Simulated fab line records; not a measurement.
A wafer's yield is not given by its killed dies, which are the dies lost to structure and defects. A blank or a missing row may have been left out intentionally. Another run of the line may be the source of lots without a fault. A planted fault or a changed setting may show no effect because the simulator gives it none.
Which tool did it? + flow rit cmos + 14 lots, 42 wafers sampled, at 4 steps of a route of 202

## WHAT EACH GAUGE READ, for each wafer
RIT_FOX2_THK_MEAS_01.
| lot  | measured    | on            | FOX2_OXIDE_THK (nm) |
|------|-------------|---------------|---------------------|
| L240 | day 1 18:29 | film metro-03 | 346 345 356         |
| L241 | day 2 01:25 | film metro-03 | 361 359 361         |
| L242 | day 2 06:53 | film metro-04 | 350 359 357         |
| L243 | day 2 11:13 | film metro-04 | 358 354 354         |
| L244 | day 2 17:25 | film metro-04 | 344 347 350         |
| L246 | day 3 04:13 | film metro-02 | 534 532 538         |
| L247 | day 3 07:40 | film metro-02 | 346 344 341         |
| L248 | day 3 12:46 | film metro-04 | 359 363 362         |
| L249 | day 3 19:25 | film metro-04 | 525 528 517         |
| L257 | day 5 10:19 | film metro-03 | 350 348 351         |
| L260 | day 6 00:59 | film metro-02 | 351 353 357         |
| L261 | day 6 07:36 | film metro-02 | 356 354 350         |
| L262 | day 6 10:25 | film metro-04 | 348 345 346         |
| L263 | day 6 14:05 | film metro-03 | 355 349 353         |

RIT_FOX2_THK_MEAS_90.
| lot  | measured    | on            | FIELD_OXIDE_LEFT_1_THK (nm) |
|------|-------------|---------------|-----------------------------|
| L240 | day 1 19:22 | film metro-04 | 319 317 329                 |
| L241 | day 2 02:17 | film metro-03 | 334 331 334                 |
| L242 | day 2 07:45 | film metro-04 | 323 332 330                 |
| L243 | day 2 12:10 | film metro-04 | 331 326 327                 |
| L244 | day 2 18:18 | film metro-03 | 317 319 322                 |
| L246 | day 3 05:05 | film metro-03 | 506 504 510                 |
| L247 | day 3 08:36 | film metro-03 | 318 316 313                 |
| L248 | day 3 13:38 | film metro-02 | 331 335 335                 |
| L249 | day 3 20:19 | film metro-03 | 498 502 490                 |
| L257 | day 5 11:16 | film metro-02 | 323 321 323                 |
| L260 | day 6 01:52 | film metro-04 | 324 325 329                 |
| L261 | day 6 08:29 | film metro-02 | 328 326 322                 |
| L262 | day 6 11:17 | film metro-02 | 320 318 318                 |
| L263 | day 6 14:58 | film metro-02 | 328 322 325                 |

RIT_FOX2_THK_MEAS_91.
| lot  | measured    | on            | FIELD_OXIDE_LEFT_2_THK (nm) |
|------|-------------|---------------|-----------------------------|
| L240 | day 2 08:11 | film metro-03 | 251 248 260                 |
| L241 | day 2 14:57 | film metro-02 | 266 264 266                 |
| L242 | day 2 20:43 | film metro-02 | 254 263 261                 |
| L243 | day 3 01:55 | film metro-03 | 263 258 259                 |
| L244 | day 3 07:01 | film metro-02 | 249 251 255                 |
| L246 | day 3 19:01 | film metro-03 | 437 435 442                 |
| L247 | day 3 21:01 | film metro-02 | 251 248 246                 |
| L248 | day 4 02:15 | film metro-02 | 263 267 267                 |
| L249 | day 4 09:58 | film metro-02 | 429 432 421                 |
| L257 | day 5 23:56 | film metro-03 | 255 254 257                 |
| L260 | day 6 15:26 | film metro-02 | 256 258 261                 |
| L261 | day 6 21:13 | film metro-04 | 260 258 255                 |
| L262 | day 7 00:00 | film metro-03 | 252 249 250                 |
| L263 | day 7 03:39 | film metro-03 | 260 254 258                 |

## TOOL THAT RAN EACH LOT (tool first, then ch and the chambers of the sampled wafers, then the start)
| lot  | RIT_FOX2_OXIDATION_00                                         |
|------|---------------------------------------------------------------|
| L240 | furnace-01 ch 0, day 1 17:10                                  |
| L241 | furnace-01 ch 0, day 2 00:05                                  |
| L242 | furnace-03 ch 0, day 2 05:34                                  |
| L243 | furnace-03 ch 0, day 2 09:53                                  |
| L244 | furnace-04 ch 0, day 2 16:06                                  |
| L246 | furnace-03 ch 0, day 3 00:59 and furnace-01 ch 0, day 3 02:53 |
| L247 | furnace-03 ch 0, day 3 06:20                                  |
| L248 | furnace-01 ch 0, day 3 11:25                                  |
| L249 | furnace-03 ch 0, day 3 15:55 and furnace-04 ch 0, day 3 17:28 |
| L257 | furnace-03 ch 0, day 5 09:00                                  |
| L260 | furnace-03 ch 0, day 5 23:41                                  |
| L261 | furnace-04 ch 0, day 6 06:16                                  |
| L262 | furnace-04 ch 0, day 6 09:05                                  |
| L263 | furnace-01 ch 0, day 6 12:46                                  |
- RIT_FOX2_OXIDATION_00: target thk 350.7 nm, ox time 1130 s.

## WHAT THE TOOLS THEMSELVES READ (means of the sampled wafers that have a number; where no wafer has one, the mark that the record gives instead)
The record holds no such reading with a usual standard deviation.

## THE ANSWER, worked out from the rows above alone
Rule: usual is defined by the lots themselves. Put in order of their means at a reading, lots are off if they are a third of the lots or fewer, leave a main group of 4 or more, and stand apart from it by a gap of 3 or more times the standard deviation of the main group's means; of several such gaps the widest counts. A main group whose means are all the same, to the digits that the tables above print for the reading, isn't used. Also off: a lot with no number at a reading for which 4 or more lots have one. All remaining lots with rows at the step are treated as sound. First the gauges in route order, then the tools' own readings, where a lot's mean is used as printed above. At the first step where some lot is off, the reading lying furthest off is the one used; lots without a number count as furthest.
Off: L246, L249, at RIT_FOX2_THK_MEAS_01 (FOX2_OXIDE_THK). Main group: mean 352 nm, sd 5.2.
A tool fits if, at a process step before that reading, it ran every lot that is off, and no sound lot after the first of them. The gauges at RIT_FOX2_THK_MEAS_01 aren't tried: what is off there is off at RIT_FOX2_THK_MEAS_90 too, on other tools, and a gauge's error can't cause that. Of those tried, none fits.

## WHAT WAS PUT IN BY THE SIMULATOR
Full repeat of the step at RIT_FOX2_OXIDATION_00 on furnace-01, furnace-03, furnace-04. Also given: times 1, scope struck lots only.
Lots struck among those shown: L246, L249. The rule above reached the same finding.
